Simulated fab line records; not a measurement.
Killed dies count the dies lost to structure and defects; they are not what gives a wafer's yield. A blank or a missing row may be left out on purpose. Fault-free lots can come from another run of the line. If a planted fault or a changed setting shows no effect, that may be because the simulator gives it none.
Which tool is to blame? :: flow rit_cmos :: 14 lots, 42 wafers sampled, at 2 steps of a route of 202

## WHAT EACH GAUGE READ, for each wafer
RIT_SDANNEAL_RS_MEAS_04: the measuring method here is four-point-probe. Usual: PSD_RS 115.79 ohm/sq, standard deviation 0.26.
lot: L117
measured: day 3 12:58
on: film_metro-02
PSD_RS (ohm/sq): 115.86 115.69 115.60
flag: 

lot: L118
measured: day 4 01:56
on: film_metro-02
PSD_RS (ohm/sq): 115.96 116.02 115.98
flag: 

lot: L119
measured: day 4 14:50
on: film_metro-03
PSD_RS (ohm/sq): 115.74 115.50 115.66
flag: 

lot: L120
measured: day 4 18:35
on: film_metro-03
PSD_RS (ohm/sq): 115.67 115.64 115.59
flag: 

lot: L121
measured: day 4 21:05
on: film_metro-03
PSD_RS (ohm/sq): 115.90 115.97 116.07
flag: 

lot: L122
measured: day 5 03:19
on: film_metro-03
PSD_RS (ohm/sq): 115.74 115.88 115.89
flag: 

lot: L123
measured: day 5 03:41
on: film_metro-01
PSD_RS (ohm/sq): 115.37 115.16 115.61
flag: 

lot: L125
measured: day 5 22:18
on: film_metro-02
PSD_RS (ohm/sq): 115.88 116.00 115.96
flag: 

lot: L131
measured: day 6 15:26
on: film_metro-01
PSD_RS (ohm/sq): 117.89 117.83 118.33
flag: OFF

lot: L132
measured: day 6 16:12
on: film_metro-03
PSD_RS (ohm/sq): 117.92 117.83 117.81
flag: OFF

lot: L134
measured: day 7 00:46
on: film_metro-01
PSD_RS (ohm/sq): 115.61 115.66 115.71
flag: 

lot: L133
measured: day 7 01:05
on: film_metro-02
PSD_RS (ohm/sq): 115.96 115.58 115.43
flag: 

lot: L139
measured: day 7 20:25
on: film_metro-02
PSD_RS (ohm/sq): 115.52 115.44 115.27
flag: 

lot: L140
measured: day 8 02:29
on: film_metro-01
PSD_RS (ohm/sq): 115.53 115.55 115.32
flag: 

## EACH LOT AND THE TOOL THAT RAN IT (in order: tool; ch and the chambers of the sampled wafers; start)
lot: L117
RIT_PSD_IMPLANT_08: implanter-01 ch 0, day 3 12:08

lot: L118
RIT_PSD_IMPLANT_08: implanter-04 ch 0, day 4 01:08

lot: L119
RIT_PSD_IMPLANT_08: implanter-01 ch 0, day 4 14:02

lot: L120
RIT_PSD_IMPLANT_08: implanter-01 ch 0, day 4 17:46

lot: L121
RIT_PSD_IMPLANT_08: implanter-01 ch 0, day 4 20:16

lot: L122
RIT_PSD_IMPLANT_08: implanter-04 ch 0, day 5 02:29

lot: L123
RIT_PSD_IMPLANT_08: implanter-03 ch 0, day 5 02:50

lot: L125
RIT_PSD_IMPLANT_08: implanter-04 ch 0, day 5 21:29

lot: L131
RIT_PSD_IMPLANT_08: implanter-01 ch 0, day 6 14:36

lot: L132
RIT_PSD_IMPLANT_08: implanter-01 ch 0, day 6 15:11

lot: L134
RIT_PSD_IMPLANT_08: implanter-03 ch 0, day 6 23:57

lot: L133
RIT_PSD_IMPLANT_08: implanter-04 ch 0, day 7 00:16

lot: L139
RIT_PSD_IMPLANT_08: implanter-03 ch 0, day 7 19:35

lot: L140
RIT_PSD_IMPLANT_08: implanter-03 ch 0, day 8 01:38
- RIT_PSD_IMPLANT_08

## AS READ BY THE TOOLS THEMSELVES (means over the sampled wafers that have a number; for cases with no such wafer, the mark the record gives instead)
RIT_PSD_IMPLANT_08. Usual: beam_energy_keV 26.999, standard deviation 0.0079; dose_ions_cm2 5e+15, standard deviation 5.4e+12; end_station_pressure_torr 1.4e-05 Torr, standard deviation 1.5e-06.
lot: L117
tool: implanter-01
beam_energy_keV: 27.002
dose_ions_cm2: 5e+15
end_station_pressure_torr (Torr): 1.2e-05
flag: 

lot: L118
tool: implanter-04
beam_energy_keV: 26.994
dose_ions_cm2: 5e+15
end_station_pressure_torr (Torr): 1.5e-05
flag: 

lot: L119
tool: implanter-01
beam_energy_keV: 26.999
dose_ions_cm2: 5e+15
end_station_pressure_torr (Torr): 1.3e-05
flag: 

lot: L120
tool: implanter-01
beam_energy_keV: 27.007
dose_ions_cm2: 5e+15
end_station_pressure_torr (Torr): 1.2e-05
flag: 

lot: L121
tool: implanter-01
beam_energy_keV: 26.994
dose_ions_cm2: 5e+15
end_station_pressure_torr (Torr): 1.3e-05
flag: 

lot: L122
tool: implanter-04
beam_energy_keV: 27.003
dose_ions_cm2: 5e+15
end_station_pressure_torr (Torr): 1.5e-05
flag: 

lot: L123
tool: implanter-03
beam_energy_keV: 26.996
dose_ions_cm2: 5e+15
end_station_pressure_torr (Torr): 1.7e-05
flag: 

lot: L125
tool: implanter-04
beam_energy_keV: 26.992
dose_ions_cm2: 5e+15
end_station_pressure_torr (Torr): 1.4e-05
flag: 

lot: L131
tool: implanter-01
beam_energy_keV: 26.995
dose_ions_cm2: 4e+15
end_station_pressure_torr (Torr): 1.3e-05
flag: OFF

lot: L132
tool: implanter-01
beam_energy_keV: 26.994
dose_ions_cm2: 4e+15
end_station_pressure_torr (Torr): 1.3e-05
flag: OFF

lot: L134
tool: implanter-03
beam_energy_keV: 27.002
dose_ions_cm2: 5e+15
end_station_pressure_torr (Torr): 1.5e-05
flag: 

lot: L133
tool: implanter-04
beam_energy_keV: 27.002
dose_ions_cm2: 5e+15
end_station_pressure_torr (Torr): 1.5e-05
flag: 

lot: L139
tool: implanter-03
beam_energy_keV: 26.988
dose_ions_cm2: 5e+15
end_station_pressure_torr (Torr): 1.6e-05
flag: 

lot: L140
tool: implanter-03
beam_energy_keV: 27.002
dose_ions_cm2: 5e+15
end_station_pressure_torr (Torr): 1.6e-05
flag: 

## THE ANSWER, worked out from the rows above alone
Rule: a lot is off if the mean of its wafers that have a number lies more than 3 standard deviations from the usual mean. A lot without any number at a reading at which 4 lots or more have one is off too. Where the step has rows for the other lots, those lots are counted as sound. First the gauges in route order, then the tools' own readings, where a lot's mean is used as printed above. At the first step where some lot is off, the reading lying furthest off is the one used; lots without a number count as furthest.
Off: L131, L132, at RIT_SDANNEAL_RS_MEAS_04 (PSD_RS).
A tool fits if, at a process step before that reading, it ran every lot that is off, and no sound lot after the first of them. Not tried: the gauges at RIT_SDANNEAL_RS_MEAS_04; whatever is off there is also off at RIT_PSD_IMPLANT_08, on other tools, and gauge error can't account for it. One fits: RIT_PSD_IMPLANT_08 on implanter-01. Its last sound lot is L121 (day 4 20:16), its first lot that is off L131 (day 6 14:36): a fault that began between those two fits.
The tool's own readings at RIT_PSD_IMPLANT_08 bear it out: on the lots that are off they differ by more than 5 times the standard deviation of the sound lots' means. dose_ions_cm2 reads 4e+15 there against 5e+15 on the sound lots.

## WHAT THE SIMULATOR PUT IN
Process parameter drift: implanter-01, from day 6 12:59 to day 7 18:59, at RIT_PSD_IMPLANT_08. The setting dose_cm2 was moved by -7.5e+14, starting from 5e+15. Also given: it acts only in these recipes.
Shown lots that were struck: L131, L132. The same result came from the rule above.
